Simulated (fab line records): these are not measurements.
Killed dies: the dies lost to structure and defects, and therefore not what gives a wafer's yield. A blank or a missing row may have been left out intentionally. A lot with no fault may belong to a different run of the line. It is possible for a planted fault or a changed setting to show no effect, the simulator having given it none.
Which tool did it?    flow berkeley cmos170    at 1 step of a route of 331, 14 lots with 42 wafers sampled

== WHAT EACH GAUGE READ, for each wafer ==
UCB170_NWELL_THK_MEAS_02.
lot   measured     on             NWELL_OXIDE_THK (nm)
L385  day 2 03:41  film metro-01  26.7 26.7 27.2
L388  day 2 21:02  film metro-01  26.6 26.2 26.3
L390  day 3 04:38  film metro-04  27.0 26.3 26.4
L389  day 3 04:38  film metro-01  27.2 26.9 27.1
L392  day 4 00:34  film metro-04  26.2 26.3 25.8
L396  day 4 04:44  film metro-01  25.9 26.0 25.6
L394  day 4 04:45  film metro-04  26.8 27.6 26.7
L399  day 5 05:59  film metro-02  26.2 26.1 26.2
L401  day 5 11:04  film metro-02  26.1 25.6 26.0
L402  day 5 17:49  film metro-02  26.4 26.2 25.9
L403  day 5 17:49  film metro-01  26.3 26.3 26.3
L406  day 6 09:53  film metro-01  27.0 26.8 26.4
L405  day 6 09:53  film metro-02  26.1 25.9 26.0
L407  day 6 16:12  film metro-02  27.0 27.2 27.3

== TOOL THAT RAN EACH LOT (tool first, then ch and the chambers of the sampled wafers, then the start) ==
The record shows no process step preceding these readings.

== WHAT THE TOOLS THEMSELVES READ (means of the sampled wafers that have a number; where no wafer has one, the mark that the record gives instead) ==
The record holds no such reading with a usual standard deviation.

== THE ANSWER, worked out from the rows above alone ==
Rule: usual is defined by the lots themselves. The widest of any qualifying gaps counts: lots, ordered by their means at a reading, are off when they make up no more than a third of the lots, leave a main group of 4 or more, and stand apart from it by 3 or more times the standard deviation of that group's means. If all means in a main group match to the digits the tables above print for the reading, that group is not used. Also off: a lot with no number at a reading for which 4 or more lots have one. Any other lot the step has rows for is counted as sound. After the gauges, taken in route order, come the tools' own readings; for these a lot's mean is taken, as printed above. At the first step where some lot is off, the reading lying furthest off is the one used; lots without a number count as furthest.
Across all readings shown, no lot is off: no conclusion can be drawn from this.

== WHAT HAD BEEN PUT IN BY THE SIMULATOR ==
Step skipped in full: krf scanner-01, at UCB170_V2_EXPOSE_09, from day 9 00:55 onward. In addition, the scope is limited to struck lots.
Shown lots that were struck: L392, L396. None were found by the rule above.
